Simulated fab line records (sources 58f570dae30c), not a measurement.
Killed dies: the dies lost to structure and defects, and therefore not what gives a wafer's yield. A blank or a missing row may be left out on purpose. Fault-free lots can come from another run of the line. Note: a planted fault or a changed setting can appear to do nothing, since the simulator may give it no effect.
A lot that was struck, set against a sound lot :: flow berkeleyCmos170 :: 14 out of 331 route steps
Sound: the wafers L293.2, L293.5, L293.6. Wafers L299.2, L299.3, L299.5 were the ones struck. The cause is named last.
Each step with rows lists, per side, the tool, then ch with its chambers, then its first start. Under that, the readings that differ: sound wafers :: struck wafers :: difference of the means :: sigmas: that difference in standard deviations of wafers without a fault.
alike: same words and numbers on both sides, and readings whose means sit less than 2 such deviations apart. not compared: any withheld reading, any reading some wafer has no value for, any bound like >300 that may hide the same value, and any number with overlapping values for which the record gives no deviation.
Wherever a step has rows on one side only, a row that says differs or no value, or a row with sigmas, the two part there. Numbers that have no deviation but don't overlap get no sigmas and don't part them. A reading that every wafer of one side lacks parts them only if that side has two wafers or more.

UCB170_PWELL_STRIP_16: strips in O2.
  sound on plasmaAsher-03 ch 0,1, day 4 16:12; struck on plasmaAsher-02 ch 0,1, day 6 05:31
  alike: drypumpMotorCurrentA, oesProductAu, stripTimeToEndpointS
  not compared: rfHoursCounterH
UCB170_PWELL_TW_MEAS_17:
  struck on filmMetro-01, day 6 05:38; sound on filmMetro-04, day 4 16:19
  alike: PWELL_TW
then, 5 steps without rows for these wafers: UCB170_PWELL_CLEAN_18 (cleans in SPM, time 600 s); UCB170_PWELL_WET_ETCH_19 (etches Si3N4 in H3PO4, time 14400 s); UCB170_PWELL_WET_ETCH_20 (etches SiO2 in BOE, time 22 s); UCB170_WELLDRIVE_CLEAN_00 (cleans in SPM, time 600 s); UCB170_WELLDRIVE_OXIDATION_01 (target thk 199 nm, ox time 9000 s).
UCB170_WELLDRIVE_THK_MEAS_02:
  struck on filmMetro-03, day 6 19:29; sound on filmMetro-04, day 5 07:07
  alike: WELLDRIVE_OXIDE_THK
then, 4 steps without rows for these wafers: UCB170_WELLDRIVE_ANNEAL_03 (time 900 s); UCB170_WELLDRIVE_WET_ETCH_04 (etches SiO2 in BOE, time 120 s); UCB170_ACTIVE_CLEAN_00 (cleans in SPM, time 600 s); UCB170_ACTIVE_CLEAN_01 (cleans in dHF, time 60 s).
UCB170_ACTIVE_OXIDATION_02: target thk 26.4 nm, ox time 1260 s.
  struck on furnace-03, day 7 03:27; sound on furnace-04 ch 0, day 5 16:12
  no value came back on the struck wafers for oxTempC (C), oxTempCMax; on the sound wafers oxTempC (C) reads 999.0 999.4 999.3
then, 1 step without rows for these wafers: UCB170_ACTIVE_ANNEAL_04 (time 900 s).

WHERE THEY PART
Only at UCB170_ACTIVE_OXIDATION_02, within this record.

WHY: what the simulator had put in
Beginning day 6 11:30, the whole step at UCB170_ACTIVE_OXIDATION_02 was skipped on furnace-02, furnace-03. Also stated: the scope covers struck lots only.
